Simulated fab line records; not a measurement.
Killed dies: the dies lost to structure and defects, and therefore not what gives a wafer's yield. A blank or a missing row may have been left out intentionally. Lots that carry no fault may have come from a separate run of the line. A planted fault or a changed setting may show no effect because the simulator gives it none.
The tool behind it: which one? | flow ritCmos | 7 lots, 21 wafers sampled, at 2 steps of a route of 202

== WHAT THE GAUGES SHOWED, per wafer ==
RIT_PRETRO_TW_MEAS_10.
lot  | measured    | on           | PRETRO_TW
L709 | day 2 12:01 | filmMetro-02 | 471 474 474
L711 | day 3 00:04 | filmMetro-03 | 471 470 471
L713 | day 3 09:52 | filmMetro-02 | 439 440 440
L721 | day 5 00:37 | filmMetro-02 | 474 469 470
L723 | day 5 12:29 | filmMetro-02 | 472 475 475
L727 | day 6 06:19 | filmMetro-04 | 475 478 475
L729 | day 6 16:52 | filmMetro-02 | 473 474 474

== EACH LOT AND THE TOOL THAT RAN IT (in order: tool; ch and the chambers of the sampled wafers; start) ==
lot  | RIT_PRETRO_IMPLANT_08
L709 | implanter-03 ch 0, day 2 11:42
L711 | implanter-04 ch 0, day 2 23:46
L713 | implanter-03 ch 0, day 3 09:33
L721 | implanter-02 ch 0, day 5 00:18
L723 | implanter-02 ch 0, day 5 12:10
L727 | implanter-04 ch 0, day 6 05:59
L729 | implanter-02 ch 0, day 6 16:35
- RIT_PRETRO_IMPLANT_08

== THE ANSWER, worked out from the rows above alone ==
Rule: what is usual is taken from the lots themselves. Put in order of their means at a reading, lots are off if they are a third of the lots or fewer, leave a main group of 4 or more, and stand apart from it by a gap of 3 or more times the standard deviation of the main group's means; of several such gaps the widest counts. Not used: any main group whose means are identical at the precision the tables above print for the reading. A lot without any number at a reading at which 4 lots or more have one is off too. The other lots that the step has rows for count as sound.
Off: L713, seen at RIT_PRETRO_TW_MEAS_10 (PRETRO_TW). The main group: mean 473, standard deviation 1.8.
A tool fits if, at a process step before that reading, it ran every lot that is off, and no sound lot after the first of them. The gauges at RIT_PRETRO_TW_MEAS_10 are tried like those tools. One fits: RIT_PRETRO_IMPLANT_08 on implanter-03. A fault onset in the window from L709 (day 2 11:42, its last sound lot) to L713 (day 3 09:33, its first lot off) fits.

== WHAT THE SIMULATOR PUT IN ==
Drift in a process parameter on implanter-03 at RIT_PRETRO_IMPLANT_08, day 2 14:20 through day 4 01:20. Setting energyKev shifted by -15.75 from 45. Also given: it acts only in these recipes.
Struck lots among those shown: L713. This agrees with what the rule above found.
